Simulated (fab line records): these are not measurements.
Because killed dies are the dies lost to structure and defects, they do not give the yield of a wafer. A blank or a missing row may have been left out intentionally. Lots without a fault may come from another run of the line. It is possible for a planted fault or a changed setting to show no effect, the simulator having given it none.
fab line records	flow berkeleyCmos170	part 1 of 2: steps 1 to 25 of 35
record: lots: 5	wafers: 15	lastDay: 14
route steps=331 shown M2@281 V2@292 M3@309
lots untouched by any fault: they come from a run of this same line in which no faults occurred
startH: hours from the record's first day to the start of the lot's first wafer shown	waitH: hours elapsed since this lot's preceding step	" as in the row above	L1.1+2: one row covering several wafers at once	- no value present, or no start provided	* or withheld: withheld	< > ~ a bound
route shown NAME@n: names a module that has steps shown in the file, with the first one's number in the route	usual: the fault-free wafers' mean and standard deviation	same: alike in all rows	chamber/n: place in a boat	sites: the reading at each site	_std_site: their standard deviation	_edge_site: the outer-site mean with the inner-site mean subtracted	radiusMm: how far each site lies from the wafer's centre	mask NAME#n: copy n	behind: the last tool/chamber to shape the wafer	hold: why the lot went on hold/how many hours it stayed there/how the hold came to an end	device: whichever transistor did not switch (one of n, p or np)	end of line: tests of these same wafers at the route's end	for a step that has no rows: nothing shown but its recipe	killed: not the wafer's yield, but the dies lost to structure and defects at the first sort	map: a wafer's dies, x killed, . not, _ none there
set.NAME: the setting as run; set.NAME@STEP: as run at that earlier step	model.NAME: the simulator's own value behind a step, which no gauge read
lots at selected steps of the route; one table per step, one row per wafer
services: from which hour (startH, from the record's first day; less than 0 if before it) a tool's chamber was out of use, for how many hours, and why
== steps ==
step: UCB170_M2_COAT_10
recipe: resist: KrF	spinRpm: 1500	resistThkNm: 900
usual: exhaustPa: 44.8/0.79
lot.wafer	tool	chamber	startH	waitH	exhaustPa
L081.1	lithoTrack-01	0	-	-	44.5
L081.2	"	0	"	"	45.0
L081.5	"	0	"	"	44.4
L079.3	lithoTrack-04	0	-	-	44.5
L079.5	"	0	"	"	44.4
L079.6	"	0	"	"	45.0
L083.1	lithoTrack-03	0	-	-	44.6
L083.4	"	0	"	"	44.3
L083.6	"	0	"	"	45.1
L086.3	lithoTrack-04	0	-	-	46.0
L086.5	"	0	"	"	45.9
L086.6	"	0	"	"	45.3
L097.3	lithoTrack-04	0	-	-	44.9
L097.4	"	0	"	"	44.8
L097.5	"	0	"	"	44.0
step: UCB170_M2_SOFTBAKE_11
recipe: resist: KrF	tempC: 130	timeS: 60
usual: exhaustPa: 45.1/0.91
same: timeS: 60
lot.wafer	tool	chamber	startH	waitH	exhaustPa
L081.1	lithoTrack-01	0	-	-	43.2
L081.2	"	0	"	"	43.4
L081.5	"	0	"	"	43.2
L079.3	lithoTrack-04	0	-	-	45.1
L079.5	"	0	"	"	44.6
L079.6	"	0	"	"	45.4
L083.1	lithoTrack-03	0	-	-	44.1
L083.4	"	0	"	"	45.0
L083.6	"	0	"	"	44.2
L086.3	lithoTrack-04	0	-	-	46.9
L086.5	"	0	"	"	45.0
L086.6	"	0	"	"	44.8
L097.3	lithoTrack-04	0	-	-	45.1
L097.4	"	0	"	"	44.6
L097.5	"	0	"	"	45.2
step: UCB170_M2_EXPOSE_12
recipe: maskId: METAL2	targetCdNm: 700	na: 0.5	sigmaOuter: 0.6	sourceShape: conventional	doseMj: 26
lot.wafer	tool	chamber	startH	waitH	mask
L081.1+2+5	krfScanner-01	0	211.65	-	METAL2#0
L079.3+5+6	krfScanner-01	0	217.28	-	METAL2#0
L083.1+4+6	krfScanner-02	0	247.44	-	METAL2#0
L086.3+5+6	krfScanner-01	0	248.92	-	METAL2#0
L097.3+4+5	krfScanner-01	0	322.39	-	METAL2#0
step: UCB170_M2_PEB_13
recipe: pebTempC: 130	pebTimeS: withheld	resist: KrF
usual: exhaustPa: 45.2/0.91
lot.wafer	tool	chamber	startH	waitH	exhaustPa
L081.1	lithoTrack-03	0	211.76	0.1	45.0
L081.2	"	0	"	"	43.0
L081.5	"	0	"	"	43.1
L079.3	lithoTrack-01	0	217.41	0.1	44.3
L079.5	"	0	"	"	43.2
L079.6	"	0	"	"	44.3
L083.1	lithoTrack-03	0	247.56	0.1	44.5
L083.4	"	0	"	"	44.7
L083.6	"	0	"	"	45.6
L086.3	lithoTrack-04	0	249.04	0.1	44.2
L086.5	"	0	"	"	45.4
L086.6	"	0	"	"	44.8
L097.3	lithoTrack-01	0	322.52	0.1	45.1
L097.4	"	0	"	"	45.0
L097.5	"	0	"	"	44.9
step: UCB170_M2_DEVELOP_14
recipe: developer: TMAH	developTimeS: 45	resist: KrF	devTempC: 21
usual: exhaustPa: 45.0/0.85
lot.wafer	tool	chamber	startH	waitH	exhaustPa
L081.1	lithoTrack-03	0	-	-	44.7
L081.2	"	0	"	"	44.7
L081.5	"	0	"	"	43.7
L079.3	lithoTrack-01	0	-	-	45.6
L079.5	"	0	"	"	45.9
L079.6	"	0	"	"	45.3
L083.1	lithoTrack-03	0	-	-	46.1
L083.4	"	0	"	"	45.9
L083.6	"	0	"	"	46.2
L086.3	lithoTrack-04	0	-	-	43.9
L086.5	"	0	"	"	44.5
L086.6	"	0	"	"	44.6
L097.3	lithoTrack-01	0	-	-	46.3
L097.4	"	0	"	"	45.0
L097.5	"	0	"	"	45.8
step: UCB170_M2_CD_MEAS_15
recipe: targetCdNm: 700
usual: cdNm: 700.1/1.4
lot.wafer	tool	chamber	startH	waitH	cdNm
L081.1	cdSem-02	-	212.11	-	701.5
L081.2	"	-	"	"	702.7
L081.5	"	-	"	"	701.7
L079.3	cdSem-02	-	217.67	-	701.6
L079.5	"	-	"	"	701.8
L079.6	"	-	"	"	703.2
L083.1	cdSem-01	-	247.83	-	700.9
L083.4	"	-	"	"	701.1
L083.6	"	-	"	"	701.6
L086.3	cdSem-01	-	249.31	-	700.2
L086.5	"	-	"	"	698.7
L086.6	"	-	"	"	699.8
L097.3	cdSem-02	-	322.78	-	701.0
L097.4	"	-	"	"	700.3
L097.5	"	-	"	"	700.7
step: UCB170_M2_OVL_MEAS_16
usual: M2_OVL: 5/4.9
lot.wafer	tool	chamber	startH	waitH	M2_OVL[nm]
L081.1	overlay-02	-	212.23	0.1	8
L081.2	"	-	"	"	7
L081.5	"	-	"	"	4
L079.3	overlay-02	-	217.77	0.1	2
L079.5	"	-	"	"	0
L079.6	"	-	"	"	3
L083.1	overlay-01	-	247.95	0.1	-1
L083.4	"	-	"	"	4
L083.6	"	-	"	"	-3
L086.3	overlay-01	-	249.41	0.1	1
L086.5	"	-	"	"	4
L086.6	"	-	"	"	5
L097.3	overlay-01	-	322.87	0.1	5
L097.4	"	-	"	"	11
L097.5	"	-	"	"	3
step: UCB170_M2_ETCH_17
recipe: chemistry: N2/H2	targetDepthA: withheld	overetchA: withheld	target: BARC	timeS: withheld	sourceW: 500	biasW: 100	pressureMtorr: 30	n2FlowSccm: 100	h2FlowSccm: 200
usual: chamberPressureMTorr: 30.002/0.027	drypumpMotorCurrentA: 5.6/0.4	n2FlowSccm: 100.03/0.27	oesProductAu: 0.991/0.02	throttleValvePct: 13.39/0.18
lot.wafer	tool	chamber	startH	waitH	chamberPressureMTorr	drypumpMotorCurrentA	n2FlowSccm	oesProductAu	throttleValvePct
L081.1	rieDiel-01	0	212.27	0.0	29.970	5.4	100.14	0.972	13.35
L081.2	"	3	"	"	30.036	6.2	100.25	0.976	13.03
L081.5	"	1	"	"	30.005	5.1	100.24	1.003	13.33
L079.3	rieDiel-03	3	217.79	0.0	29.988	5.0	100.37	0.960	13.63
L079.5	"	0	"	"	30.000	6.2	100.62	0.983	13.13
L079.6	"	3	"	"	30.011	5.0	100.66	0.965	13.62
L083.1	rieDiel-01	3	247.99	0.0	30.017	6.2	100.07	0.987	13.01
L083.4	"	0	"	"	29.984	5.4	99.67	0.973	13.33
L083.6	"	2	"	"	29.977	6.0	99.87	0.976	13.59
L086.3	rieDiel-03	3	249.43	0.0	29.989	5.0	100.34	0.963	13.63
L086.5	"	3	"	"	30.007	5.0	100.10	0.967	13.62
L086.6	"	0	"	"	30.022	6.2	99.96	0.986	13.14
L097.3	rieDiel-01	1	322.90	0.0	29.972	5.1	100.43	1.000	13.34
L097.4	"	3	"	"	29.983	6.2	100.22	0.974	13.03
L097.5	"	2	"	"	30.016	6.0	99.91	0.975	13.60
step: UCB170_M2_METAL_ETCH_18
recipe: chemistry: Cl2/BCl3	target: Al	stopOn: SiO2	pressureMtorr: 12	targetDepthA: 11700	overEtchFrac: 0.3	timeS: 195	icpW: 600	biasW: 120	Cl2_flow_sccm: 90	bcl3FlowSccm: 45
usual: chamberPressureMTorr: 12.000/0.012	drypumpMotorCurrentA: 5.3/0.37	oesProductAu: 0.851/0.014	throttleValvePct: 24.46/0.17
same: timeS: 195
lot.wafer	tool	chamber	startH	waitH	chamberPressureMTorr	drypumpMotorCurrentA	oesProductAu	rfHoursCounterH	throttleValvePct
L081.1	rieMetal-01	1	212.31	-	12.003	5.1	0.831	4	24.45
L081.2	"	0	"	"	12.009	5.4	0.867	3	24.67
L081.5	"	1	"	"	11.989	5.1	0.833	-	24.45
L079.3	rieMetal-02	1	217.89	-	12.021	5.6	0.855	-	24.63
L079.5	"	0	"	"	12.029	5.6	0.841	-	24.43
L079.6	"	1	"	"	11.990	5.6	0.849	-	24.61
L083.1	rieMetal-01	1	248.03	-	12.004	5.2	0.841	5	24.44
L083.4	"	0	"	"	11.986	5.5	0.862	-	24.66
L083.6	"	0	"	"	11.992	5.4	0.870	-	24.66
L086.3	rieMetal-04	1	249.53	-	11.995	4.6	0.859	-	24.44
L086.5	"	0	"	"	11.993	5.7	0.848	-	24.13
L086.6	"	1	"	"	11.997	4.6	0.867	-	24.44
L097.3	rieMetal-04	0	323.00	-	12.002	5.8	0.842	-	24.15
L097.4	"	1	"	"	12.011	4.7	0.860	-	24.43
L097.5	"	0	"	"	11.999	5.8	0.840	-	24.13
step: UCB170_M2_STRIP_19
recipe: chemistry: O2	powerW: 400	pressureMtorr: 3500	platenTempC: withheld	o2FlowSccm: 400	overashFraction: 0.5
usual: chamberPressureMTorr: 3499.4/2.9	drypumpMotorCurrentA: 5.75/0.29	oesProductAu: 0.544/0.01
lot.wafer	tool	chamber	startH	waitH	chamberPressureMTorr	drypumpMotorCurrentA	oesProductAu	rfHoursCounterH
L081.1	plasmaAsher-03	0	212.50	0.1	3498.2	6.02	0.552	50
L081.2	"	1	"	"	3497.9	5.47	0.541	50
L081.5	"	0	"	"	3491.8	6.06	0.553	-
L079.3	plasmaAsher-01	1	218.05	0.1	3498.6	5.86	0.544	-
L079.5	"	0	"	"	3497.2	5.88	0.535	-
L079.6	"	1	"	"	3500.9	5.86	0.533	-
L083.1	plasmaAsher-03	1	248.22	0.1	3502.4	5.47	0.547	54
L083.4	"	0	"	"	3499.5	6.09	0.526	-
L083.6	"	0	"	"	3502.6	6.09	0.544	-
L086.3	plasmaAsher-02	1	249.69	0.1	3501.2	5.31	0.569	-
L086.5	"	0	"	"	3503.3	6.02	0.538	-
L086.6	"	1	"	"	3493.4	5.32	0.558	-
L097.3	plasmaAsher-02	0	323.16	0.1	3501.9	6.02	0.542	-
L097.4	"	1	"	"	3497.3	5.31	0.555	-
L097.5	"	1	"	"	3499.6	5.30	0.523	-
step: UCB170_M2_CD_MEAS_90
recipe: targetCdNm: 700
usual: cdNm: 700.3/2.6
lot.wafer	tool	chamber	startH	waitH	cdNm
L081.1	cdSem-02	-	212.60	0.1	701.9
L081.2	"	-	"	"	699.2
L081.5	"	-	"	"	697.6
L079.3	cdSem-01	-	218.16	0.1	702.3
L079.5	"	-	"	"	698.6
L079.6	"	-	"	"	701.5
L083.1	cdSem-01	-	248.32	0.1	698.5
L083.4	"	-	"	"	698.7
L083.6	"	-	"	"	701.4
L086.3	cdSem-01	-	249.80	0.1	701.4
L086.5	"	-	"	"	693.6
L086.6	"	-	"	"	698.6
L097.3	cdSem-02	-	323.27	0.1	704.4
L097.4	"	-	"	"	701.9
L097.5	"	-	"	"	701.1
step: UCB170_V2_CVD_00
recipe: material: SiO2	targetThkNm: 2000	tempC: 390	precursor: TEOS/O2	timeS: 250	rfW: 541.8	pressureMtorr: 9000
usual: heaterPowerW: 260/45
same: timeS: 250
lot.wafer	tool	chamber	startH	waitH	heaterPowerW	sinceWetCleanH
L081.1	pecvd-04	2	212.72	0.1	251	398
L081.2	"	1	"	"	260	398
L081.5	"	1	"	"	307	-
L079.3	pecvd-04	1	218.24	0.1	294	404
L079.5	"	1	"	"	223	-
L079.6	"	0	"	"	303	-
L083.1	pecvd-03	2	248.44	0.1	319	99
L083.4	"	2	"	"	246	-
L083.6	"	1	"	"	291	-
L086.3	pecvd-03	1	249.88	0.1	274	100
L086.5	"	2	"	"	248	-
L086.6	"	1	"	"	194	-
L097.3	pecvd-01	0	323.42	0.1	269	-
L097.4	"	1	"	"	221	-
L097.5	"	0	"	"	187	-
step: UCB170_V2_THK_MEAS_01
recipe: reads: SiO2_of_V2_CVD_00
usual: V2_TEOS_THK: 1994/25
lot.wafer	tool	chamber	startH	waitH	V2_TEOS_THK[nm]
L081.1	filmMetro-04	-	212.87	0.1	1960
L081.2	"	-	"	"	1974
L081.5	"	-	"	"	1995
L079.3	filmMetro-04	-	218.41	0.1	1985
L079.5	"	-	"	"	2005
L079.6	"	-	"	"	2016
L083.1	filmMetro-04	-	248.59	0.1	1991
L083.4	"	-	"	"	2024
L083.6	"	-	"	"	2008
L086.3	filmMetro-04	-	250.05	0.1	2007
L086.5	"	-	"	"	2027
L086.6	"	-	"	"	2020
L097.3	filmMetro-04	-	323.60	0.1	2009
L097.4	"	-	"	"	1996
L097.5	"	-	"	"	2015
step: UCB170_V2_CMP_02
recipe: material: SiO2	downForcePsi: 6	platenRpm: 60	padVelocityMS: 0.75398
usual: motorCurrentA: 16.0/2.2	slurryFlowMlMin: 150.0/0.44
lot.wafer	tool	chamber	startH	waitH	motorCurrentA	slurryFlowMlMin
L081.1	cmp-01	0	212.98	0.1	17.8	150.3
L081.2	"	2	"	"	18.0	149.8
L081.5	"	0	"	"	19.9	150.2
L079.3	cmp-01	3	218.53	0.1	13.1	150.7
L079.6	"	2	"	"	17.5	150.0
L079.5	"	3	"	"	12.6	151.6
L083.1	cmp-02	0	248.75	0.1	14.0	149.8
L083.4	"	1	"	"	15.3	150.3
L083.6	"	2	"	"	16.5	150.0
L086.3	cmp-02	0	250.24	0.2	14.2	150.1
L086.6	"	1	"	"	15.1	149.7
L086.5	"	2	"	"	16.8	150.2
L097.3	cmp-01	2	323.69	0.1	17.2	149.9
L097.4	"	3	"	"	13.2	150.5
L097.5	"	1	"	"	15.2	149.6
step: UCB170_V2_BOW_MEAS_03
recipe: mode: bow
usual: V2_BOW: 36/6.9
lot.wafer	tool	chamber	startH	waitH	V2_BOW[um]
L081.1	filmMetro-01	-	213.23	0.2	40
L081.2	"	-	"	"	43
L081.5	"	-	"	"	47
L079.3	filmMetro-01	-	218.82	0.2	32
L079.5	"	-	"	"	34
L079.6	"	-	"	"	35
L083.1	filmMetro-04	-	248.95	0.1	31
L083.4	"	-	"	"	50
L083.6	"	-	"	"	45
L086.3	filmMetro-04	-	250.43	0.1	33
L086.5	"	-	"	"	23
L086.6	"	-	"	"	37
L097.3	filmMetro-01	-	323.98	0.2	31
L097.4	"	-	"	"	36
L097.5	"	-	"	"	29
step: UCB170_V2_THK_MEAS_04
recipe: reads: SiO2_of_V2_CVD_00
usual: V2_POLISHED_THK: 1000.5/1
lot.wafer	tool	chamber	startH	waitH	V2_POLISHED_THK[nm]
L081.1	filmMetro-01	-	213.35	0.1	999.0
L081.2	"	-	"	"	998.2
L081.5	"	-	"	"	1000.1
L079.3	filmMetro-01	-	218.92	0.1	1000.7
L079.5	"	-	"	"	999.3
L079.6	"	-	"	"	1000.9
L083.1	filmMetro-04	-	249.07	0.1	1003.1
L083.4	"	-	"	"	1001.1
L083.6	"	-	"	"	1000.6
L086.3	filmMetro-04	-	250.53	0.1	1000.1
L086.5	"	-	"	"	1002.4
L086.6	"	-	"	"	1001.0
L097.3	filmMetro-01	-	324.08	0.1	999.4
L097.4	"	-	"	"	1000.4
L097.5	"	-	"	"	1001.3
step: UCB170_V2_CLEAN_05
recipe: chemistry: DIW
lot.wafer	tool	chamber	startH	waitH
L081.1+2+5	wetBench-01	3	213.41	0.1
L079.3+5+6	wetBench-01	0	218.96	0.0
L083.1+4+6	wetBench-01	3	249.13	0.1
L086.3+5+6	wetBench-01	0	250.57	0.0
L097.3+4+5	wetBench-01	1	324.12	0.0
step: UCB170_V2_HMDS_06
recipe: primeTimeS: 60	primeTempC: 100
usual: exhaustPa: 45.0/1
lot.wafer	tool	chamber	startH	waitH	exhaustPa
L081.1	lithoTrack-03	0	213.70	0.1	45.1
L081.2	"	0	"	"	46.3
L081.5	"	0	"	"	46.4
L079.3	lithoTrack-01	0	219.18	0.1	44.7
L079.5	"	0	"	"	44.5
L079.6	"	0	"	"	43.5
L083.1	lithoTrack-02	0	249.31	0.0	45.5
L083.4	"	0	"	"	44.8
L083.6	"	0	"	"	43.6
L086.3	lithoTrack-03	0	250.80	0.1	46.1
L086.5	"	0	"	"	47.3
L086.6	"	0	"	"	46.9
L097.3	lithoTrack-03	0	324.36	0.1	44.1
L097.4	"	0	"	"	45.1
L097.5	"	0	"	"	45.7
step: UCB170_V2_COAT_07
recipe: resist: KrF	spinRpm: 1500	resistThkNm: 900
usual: exhaustPa: 45.0/0.99
lot.wafer	tool	chamber	startH	waitH	exhaustPa
L081.1	lithoTrack-03	0	213.85	0.1	44.5
L081.2	"	0	"	"	45.6
L081.5	"	0	"	"	45.5
L079.3	lithoTrack-01	0	219.33	0.1	46.4
L079.5	"	0	"	"	46.8
L079.6	"	0	"	"	46.1
L083.1	lithoTrack-02	0	249.46	0.1	45.7
L083.4	"	0	"	"	45.2
L083.6	"	0	"	"	46.7
L086.3	lithoTrack-03	0	250.95	0.1	44.8
L086.5	"	0	"	"	44.2
L086.6	"	0	"	"	45.0
L097.3	lithoTrack-03	0	324.51	0.1	45.1
L097.4	"	0	"	"	44.5
L097.5	"	0	"	"	43.2
step: UCB170_V2_SOFTBAKE_08
recipe: resist: KrF	tempC: 130	timeS: 60
usual: exhaustPa: 44.8/0.88
same: timeS: 60
lot.wafer	tool	chamber	startH	waitH	exhaustPa
L081.1	lithoTrack-03	0	214.00	0.1	45.0
L081.2	"	0	"	"	44.0
L081.5	"	0	"	"	46.4
L079.3	lithoTrack-01	0	219.48	0.1	45.5
L079.5	"	0	"	"	45.5
L079.6	"	0	"	"	45.7
L083.1	lithoTrack-02	0	249.61	0.1	46.0
L083.4	"	0	"	"	45.2
L083.6	"	0	"	"	45.7
L086.3	lithoTrack-03	0	251.10	0.1	44.5
L086.5	"	0	"	"	44.7
L086.6	"	0	"	"	44.7
L097.3	lithoTrack-03	0	324.66	0.1	43.9
L097.4	"	0	"	"	43.7
L097.5	"	0	"	"	43.2
step: UCB170_V2_EXPOSE_09
recipe: maskId: VIA2	targetCdNm: 700	na: 0.5	sigmaOuter: 0.6	sourceShape: conventional	doseMj: 37
lot.wafer	tool	chamber	startH	waitH	mask
L081.1+2+5	krfScanner-02	0	214.28	0.2	VIA2#0
L079.3+5+6	krfScanner-01	0	219.75	0.2	VIA2#0
L083.1+4+6	krfScanner-02	0	249.76	0.1	VIA2#0
L086.3+5+6	krfScanner-01	0	251.24	0.1	VIA2#0
L097.3+4+5	krfScanner-02	0	324.98	0.3	VIA2#0
step: UCB170_V2_PEB_10
recipe: pebTempC: 130	pebTimeS: withheld	resist: KrF
usual: exhaustPa: 45.1/0.9
lot.wafer	tool	chamber	startH	waitH	exhaustPa
L081.1	lithoTrack-01	0	214.39	0.1	45.0
L081.2	"	0	"	"	45.9
L081.5	"	0	"	"	46.1
L079.3	lithoTrack-03	0	219.88	0.1	45.6
L079.5	"	0	"	"	44.9
L079.6	"	0	"	"	44.7
L083.1	lithoTrack-02	0	249.88	0.1	44.8
L083.4	"	0	"	"	47.1
L083.6	"	0	"	"	46.4
L086.3	lithoTrack-03	0	251.70	0.4	45.0
L086.5	"	0	"	"	44.5
L086.6	"	0	"	"	43.6
L097.3	lithoTrack-03	0	325.11	0.1	44.7
L097.4	"	0	"	"	43.6
L097.5	"	0	"	"	44.2
step: UCB170_V2_DEVELOP_11
recipe: developer: TMAH	developTimeS: 45	resist: KrF	devTempC: 21
usual: exhaustPa: 45.1/0.86
lot.wafer	tool	chamber	startH	waitH	exhaustPa
L081.1	lithoTrack-01	0	-	-	44.2
L081.2	"	0	"	"	44.2
L081.5	"	0	"	"	44.1
L079.3	lithoTrack-03	0	-	-	46.2
L079.5	"	0	"	"	46.3
L079.6	"	0	"	"	44.9
L083.1	lithoTrack-02	0	-	-	45.7
L083.4	"	0	"	"	44.4
L083.6	"	0	"	"	44.7
L086.3	lithoTrack-03	0	-	-	43.9
L086.5	"	0	"	"	44.4
L086.6	"	0	"	"	45.8
L097.3	lithoTrack-03	0	-	-	45.0
L097.4	"	0	"	"	44.2
L097.5	"	0	"	"	44.6
step: UCB170_V2_CD_MEAS_12
recipe: targetCdNm: 700
usual: cdNm: 699.8/1.2
lot.wafer	tool	chamber	startH	waitH	cdNm
L081.1	cdSem-01	-	214.67	-	699.2
L081.2	"	-	"	"	698.1
L081.5	"	-	"	"	698.0
L079.3	cdSem-02	-	220.14	-	700.1
L079.5	"	-	"	"	700.3
L079.6	"	-	"	"	701.2
L083.1	cdSem-01	-	250.15	-	702.1
L083.4	"	-	"	"	700.1
L083.6	"	-	"	"	700.4
L086.3	cdSem-01	-	251.96	-	699.3
L086.5	"	-	"	"	699.0
L086.6	"	-	"	"	700.6
L097.3	cdSem-02	-	325.37	-	699.9
L097.4	"	-	"	"	699.8
L097.5	"	-	"	"	699.9
step: UCB170_V2_OVL_MEAS_13
usual: V2_OVL: 1/5.4
lot.wafer	tool	chamber	startH	waitH	V2_OVL[nm]
L081.1	overlay-02	-	214.79	0.1	4
L081.2	"	-	"	"	-1
L081.5	"	-	"	"	2
L079.3	overlay-02	-	220.23	0.1	0
L079.5	"	-	"	"	1
L079.6	"	-	"	"	0
L083.1	overlay-02	-	250.27	0.1	-4
L083.4	"	-	"	"	-1
L083.6	"	-	"	"	-10
L086.3	overlay-02	-	252.06	0.1	1
L086.5	"	-	"	"	3
L086.6	"	-	"	"	4
L097.3	overlay-02	-	325.47	0.1	8
L097.4	"	-	"	"	-2
L097.5	"	-	"	"	3
